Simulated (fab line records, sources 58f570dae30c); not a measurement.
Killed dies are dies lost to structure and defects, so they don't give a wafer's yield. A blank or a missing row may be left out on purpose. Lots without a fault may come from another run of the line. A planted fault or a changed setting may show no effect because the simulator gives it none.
Problem report in the 8D (eight disciplines) form, filled by code | flow berkeley_cmos170 | the parts of the form that need people (team, actions taken, sign-off) are left out

1. THE PROBLEM
GATE_POLY_THK at UCB170_GATE_THK_MEAS_05 reads a mean of 100.1 nm on 6 wafers of 2 lots; wafers without a fault read 213.9 nm with a standard deviation of 2.1. That is -54 standard deviations from the usual mean.
First seen on wafer L782.4, day 8 20:31, on film_metro-04. The record holds 42 wafers of 14 lots with a number at this step. Rule for "out", or "out of limits": more than 4 standard deviations from the usual mean. The other wafers with a number count as sound.

2. WHAT IT IS AND WHAT IT IS NOT
question                    | is                     | is not
which readings at this step | GATE_POLY_THK          | -
which lots                  | L782, L784             | L771, L772, L773, L774, L777, L778, L779, L780, L789, L790, L791, L794
which wafers of those lots  | all that have a number | -
read on which gauges        | film_metro-04          | film_metro-01, film_metro-03
when                        | from day 8 20:31       | up to then (24 sound wafers); but 12 sound wafers of L789, L790, L791, L794 came after

3. SUSPECTS, AND WHAT RULES EACH OUT
Counting: a tool at a process step up to the reading stays a suspect if it ran every lot that is out and no sound lot after the first of them.
- the gauge at UCB170_GATE_THK_MEAS_05: ruled out. All the wafers that are out were read on film_metro-04, but those of them that UCB170_GATE_CVD_04 has rows for are out there too, on other tools.
- lpcvd-01 at UCB170_GATE_CVD_04 (deposits poly-Si from SiH4, time 1440 s, target thk 214 nm): kept. It ran every lot that is out, first L782 (day 8 19:05), and no sound lot after that; its last sound lot up to then is L778 (day 8 08:41). Its own readings are out on those wafers: spike_tc_centre_C, spike_tc_load_C, spike_tc_source_C, susceptor_temp_C.
Left after counting: lpcvd-01 at UCB170_GATE_CVD_04.

4. THE CAUSE (what the simulator had put in)
Process parameter drift: lpcvd-01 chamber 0, from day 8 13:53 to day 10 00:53, at UCB170_GATE_CVD_04. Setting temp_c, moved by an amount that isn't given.
Counting left only this tool.

5. THE CHAIN OF EFFECTS, in route order
Each row: a reading whose mean over the struck wafers that have a number lies more than 3 standard deviations from the usual. Only readings for which the record gives a usual standard deviation are gone through. hours: the time from each lot's start at the first step in this table that gives one to its start at this step, as a median over the lots. sigmas: the change in usual standard deviations.
hours | step                    | reading             | usual      | on struck wafers | change | sigmas
0     | UCB170_GATE_CVD_04      | spike_tc_centre_C   | 612.5 C    | 583.7            | -28.8  | -22
0     | UCB170_GATE_CVD_04      | spike_tc_load_C     | 631.3 C    | 602.5            | -28.8  | -9.9
0     | UCB170_GATE_CVD_04      | spike_tc_source_C   | 630 C      | 593              | -37    | -8.8
0     | UCB170_GATE_CVD_04      | susceptor_temp_C    | 609.9 C    | 580.3            | -29.6  | -99
0     | UCB170_GATE_CVD_04      | zone_power_load_pct | 11.1 %     | 9.6              | -1.5   | -3.1
1     | UCB170_GATE_THK_MEAS_05 | GATE_POLY_THK       | 213.9 nm   | 100.1            | -113.8 | -54
3     | UCB170_GATE_ETCH_15     | oes_product_au      | 0.831 a.u. | 0.542            | -0.289 | -18
The process steps in it:
- UCB170_GATE_CVD_04: deposits poly-Si from SiH4, time 1440 s, target thk 214 nm.
- UCB170_GATE_ETCH_15: etches poly-Si in HBr/Cl2, stops on SiO2, time 56.3 s, target depth 278.2 nm.
Later measuring or inspecting steps at which every struck wafer that the step has a row for has a number for every such reading, and none has moved that far: UCB170_GATE_CD_MEAS_90.

6. WHAT WOULD HAVE CAUGHT IT SOONER
In this record the first reading out of limits at a measuring or inspecting step was taken at day 8 20:31, 7 hours after the fault began at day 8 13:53.
The tool's own readings at UCB170_GATE_CVD_04 were out on every struck wafer that the step has a row for (spike_tc_centre_C, spike_tc_load_C, spike_tc_source_C, susceptor_temp_C): an alarm limit on them would have fired on the first of those.
Of the lots that are out (2), L784 began UCB170_GATE_CVD_04 on lpcvd-01 after day 8 20:31. A hold on the tool at that time would have spared it.
